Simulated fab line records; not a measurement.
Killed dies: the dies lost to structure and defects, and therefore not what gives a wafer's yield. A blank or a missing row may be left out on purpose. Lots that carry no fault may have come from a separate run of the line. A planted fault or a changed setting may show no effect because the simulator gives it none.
Split-lot trial + flow rit cmos + 23 wafers read from 5 lots, route of 202 steps

== THE SPLIT ==
At RIT_SPACER_CVD_03 (deposits Si3N4 from SiH2Cl2/NH3, target thk 250 nm, time 3300 s), the setting time s was moved away from the recipe's 3300 s on 15 of the 23 wafers read, by +10.9% to +14.0%. For the rest of the wafers, this setting stayed at what the recipe calls for.

Split to reading: the file shows no intervening step.

== THE READING ==
At RIT_SPACER_THK_MEAS_04: SPACER_NITRIDE_THK, given in nm. Typical for fault-free wafers on this fab line: 250.1 nm, with standard deviation 2.4 nm.

| wafer  | tool, chamber at the split | time s as run, s | against the recipe | SPACER_NITRIDE_THK, nm | against lot-mates on the recipe |
|--------|----------------------------|------------------|--------------------|------------------------|---------------------------------|
| L075.1 | -, -                       | 3659             | +10.9%             | 277.3                  | no lot-mate on the recipe       |
| L075.2 | -, -                       | 3659             | +10.9%             | 275.6                  | no lot-mate on the recipe       |
| L075.4 | -, -                       | 3659             | +10.9%             | 278.1                  | no lot-mate on the recipe       |
| L075.5 | -, -                       | 3659             | +10.9%             | 276.8                  | no lot-mate on the recipe       |
| L075.6 | -, -                       | 3659             | +10.9%             | 277.2                  | no lot-mate on the recipe       |
| L078.1 | -, -                       | 3660             | +10.9%             | 277.6                  | no lot-mate on the recipe       |
| L078.2 | -, -                       | 3660             | +10.9%             | 279.3                  | no lot-mate on the recipe       |
| L078.3 | -, -                       | 3660             | +10.9%             | 277.8                  | no lot-mate on the recipe       |
| L078.5 | -, -                       | 3660             | +10.9%             | 277.1                  | no lot-mate on the recipe       |
| L078.6 | -, -                       | 3660             | +10.9%             | 277.1                  | no lot-mate on the recipe       |
| L081.1 | lpcvd-02, 0                | 3300             | recipe             | 251.0                  | -                               |
| L081.3 | lpcvd-02, 0                | 3300             | recipe             | 254.7                  | -                               |
| L081.6 | lpcvd-02, 0                | 3300             | recipe             | 253.3                  | -                               |
| L084.1 | -, -                       | 3300             | recipe             | 249.8                  | -                               |
| L084.2 | -, -                       | 3300             | recipe             | 247.9                  | -                               |
| L084.3 | -, -                       | 3300             | recipe             | 249.6                  | -                               |
| L084.4 | -, -                       | 3300             | recipe             | 250.3                  | -                               |
| L084.6 | -, -                       | 3300             | recipe             | 253.1                  | -                               |
| L085.1 | -, -                       | 3763             | +14.0%             | 284.9                  | no lot-mate on the recipe       |
| L085.3 | -, -                       | 3763             | +14.0%             | 284.0                  | no lot-mate on the recipe       |
| L085.4 | -, -                       | 3763             | +14.0%             | 281.2                  | no lot-mate on the recipe       |
| L085.5 | -, -                       | 3763             | +14.0%             | 281.7                  | no lot-mate on the recipe       |
| L085.6 | -, -                       | 3763             | +14.0%             | 282.7                  | no lot-mate on the recipe       |

THE FIT
A straight line over all 23 wafers: SPACER_NITRIDE_THK changes by +2.32 nm for each +1% of time s; r = +0.99; the points scatter about the line by 1.8 nm.
Too few moved wafers with a lot-mate on the recipe to fit a line net of each lot's own level.

== THE WHOLE CHAIN: every reading that the file lists as answering this split, in the file's order ==
| step                   | what it does                                                             | reading                                                                        | change (the file's fit)              | r (the file's) |
|------------------------|--------------------------------------------------------------------------|--------------------------------------------------------------------------------|--------------------------------------|----------------|
| RIT_SPACER_CVD_03      | deposits Si3N4 from SiH2Cl2/NH3, target thk 250 nm, time 3300 s          | Si3N4_of_SPACER_CVD_03.thk nm (the simulator's own value, which no gauge read) | +2.32 nm for each +1% of the setting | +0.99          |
| RIT_SPACER_THK_MEAS_04 |                                                                          | SPACER_NITRIDE_THK                                                             | +2.32 for each +1% of the setting    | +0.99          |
| RIT_SPACER_ETCHBACK_05 | etches Si3N4 in SF6/CHF3, stops on SiO2, target depth 250 nm, time 240 s | etch.depth nm (the simulator's own value, which no gauge read)                 | +2.32 nm for each +1% of the setting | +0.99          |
| RIT_SPACER_ETCHBACK_05 | etches Si3N4 in SF6/CHF3, stops on SiO2, target depth 250 nm, time 240 s | Si3N4_of_SPACER_CVD_03.thk nm (the simulator's own value, which no gauge read) | +1.79 nm for each +1% of the setting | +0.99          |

== FILE'S OWN FIT ==
SPACER_NITRIDE_THK changes by +2.32 nm for each +1% of time s, r = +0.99.
